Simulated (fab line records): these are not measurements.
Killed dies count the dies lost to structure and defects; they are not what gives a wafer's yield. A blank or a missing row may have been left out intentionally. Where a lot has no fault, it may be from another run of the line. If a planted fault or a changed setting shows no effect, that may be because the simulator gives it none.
Comparing a struck lot with a sound one    flow rit_cmos    15 steps out of a route of 202
Sound: wafers L811.1, L811.2, L811.3. Struck: wafers L820.2, L820.4, L820.6. Last of all comes the cause.
Each step with rows lists, per side, the tool, then ch with its chambers, then its first start. Under that, the readings that differ: sound wafers    struck wafers    difference of the means    sigmas: that difference in standard deviations of wafers without a fault.
alike: readings with means less than 2 such deviations apart, plus words and numbers identical on both sides. not compared: withheld readings, readings lacking a value on some wafer, bounds such as >300 that could conceal the same value, and numbers that have no deviation in the record and whose values overlap.
A row with sigmas, a row that says differs or no value, or rows on one side alone: a step with any of these is where the two part. When numbers do not overlap yet have no deviation, they are printed without sigmas and do not part them. A reading missing from all wafers of one side parts the sides only when that side holds two or more wafers.

first, 3 steps without rows for these wafers: RIT_REOX_CLEAN_01 (cleans in dHF, time 30 s); RIT_REOX_CLEAN_02 (cleans in SC2, time 600 s); RIT_REOX_OXIDATION_03 (target thk 25.2 nm, ox time 5580 s).
RIT_REOX_THK_MEAS_04:
  sound on film_metro-02 at day 3 07:28; struck on film_metro-01 at day 5 02:50
  alike: REOX_OXIDE_THK
then, 6 steps without rows for these wafers: RIT_NLDD_HMDS_00 (prime time 60 s); RIT_NLDD_COAT_01 (resist thk 1000 nm); RIT_NLDD_SOFTBAKE_02 (time 60 s); RIT_NLDD_EXPOSE_03 (exposes mask M7, target cd 40700 nm); RIT_NLDD_PEB_04; RIT_NLDD_DEVELOP_05 (develop time 50 s).
RIT_NLDD_OVL_MEAS_06:
  sound on overlay-02 at day 3 08:22; struck on overlay-02 at day 5 04:04
  alike: NLDD_OVL
then, 1 step without rows for these wafers: RIT_NLDD_HARDBAKE_07 (time 60 s).
RIT_NLDD_IMPLANT_08:
  sound on implanter-03 ch 0, day 3 08:34; struck on implanter-02 ch 0, day 5 04:23
reading             sound              struck             difference  sigmas
tilt_deg (degrees)  6.994 6.943 6.952  6.727 6.713 6.727  -0.241      -11
  alike: beam_energy_keV, faraday_current_uA
RIT_NLDD_STRIP_09: strips in O2, time 180 s.
  sound on plasma_asher-01 ch 0,1, day 3 08:43; struck on plasma_asher-01 ch 0,1, day 5 04:30
  alike: drypump_motor_current_A
  not compared: rf_hours_counter_h
RIT_M1_PROBE_99:
  sound on prober-01 at day 3 23:37; struck on prober-01 at day 5 20:09
  alike: killed_at_contacts, killed_at_front_end, killed_dies, killed_open, killed_short

== WHERE THEY PART ==
At RIT_NLDD_IMPLANT_08 and nowhere else, as far as this record goes. Later steps at which nothing parts them and some readings are alike: RIT_NLDD_STRIP_09, RIT_M1_PROBE_99.

WHY: whatever the simulator had introduced
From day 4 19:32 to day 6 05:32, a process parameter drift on implanter-02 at RIT_NLDD_IMPLANT_08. The setting tilt_deg was moved by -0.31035, starting from 7. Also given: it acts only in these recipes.
